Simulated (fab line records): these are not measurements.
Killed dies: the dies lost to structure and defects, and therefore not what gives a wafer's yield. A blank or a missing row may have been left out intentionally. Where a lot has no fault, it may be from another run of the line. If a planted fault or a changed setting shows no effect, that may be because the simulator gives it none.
What tool caused it?	flow berkeley cmos170	7 lots with 21 wafers sampled at 2 steps, on a route of 331 steps

WHAT THE GAUGES SHOWED, per wafer
UCB170_SDANNEAL_RS_MEAS_05: a four-point-probe measurement.
lot	measured	on	NLDD_RS (ohm/sq)
L181	day 8 07:22	film metro-01	616.5 616.9 616.8
L180	day 8 07:58	film metro-02	616.0 615.3 614.8
L184	day 9 07:57	film metro-01	617.2 618.3 617.7
L186	day 9 07:28	film metro-01	616.8 617.1 616.0
L188	day 10 17:28	film metro-02	615.4 617.4 615.1
L196	day 12 10:50	film metro-04	576.3 576.0 576.3
L201	day 12 20:22	film metro-02	616.1 616.4 615.7

WHICH TOOL RAN EACH LOT (tool, then ch and the chambers of the sampled wafers, then the start)
lot	UCB170_NLDD_IMPLANT_08
L181	implanter-02 ch 0, day 7 17:40
L180	implanter-02 ch 0, day 7 17:55
L184	implanter-02 ch 0, day 8 20:02
L186	implanter-03 ch 0, day 8 19:46
L188	implanter-03 ch 0, day 10 01:59
L196	implanter-04 ch 0, day 11 20:22
L201	implanter-02 ch 0, day 12 09:21
- UCB170_NLDD_IMPLANT_08

THE ANSWER, worked out from the rows above alone
Rule: usual is defined by the lots themselves. The widest of any qualifying gaps counts: lots, ordered by their means at a reading, are off when they make up no more than a third of the lots, leave a main group of 4 or more, and stand apart from it by 3 or more times the standard deviation of that group's means. A main group is skipped when, at the precision printed for the reading in the tables above, its means are all equal. A lot without any number at a reading at which 4 lots or more have one is off too. All remaining lots with rows at the step are treated as sound.
Off: L196, seen at UCB170_SDANNEAL_RS_MEAS_05 (NLDD_RS). For the main group the mean is 616.4 ohm/sq and the standard deviation 0.74.
If a tool, at a process step before that reading, ran all the lots that are off and no sound lot after the first of them, it fits. The gauges at UCB170_SDANNEAL_RS_MEAS_05 are tried like those tools. 2 tools fit, implanter-04 at UCB170_NLDD_IMPLANT_08 and film metro-04 at UCB170_SDANNEAL_RS_MEAS_05, so this cannot tell which one it is.

WHAT WAS PUT IN BY THE SIMULATOR
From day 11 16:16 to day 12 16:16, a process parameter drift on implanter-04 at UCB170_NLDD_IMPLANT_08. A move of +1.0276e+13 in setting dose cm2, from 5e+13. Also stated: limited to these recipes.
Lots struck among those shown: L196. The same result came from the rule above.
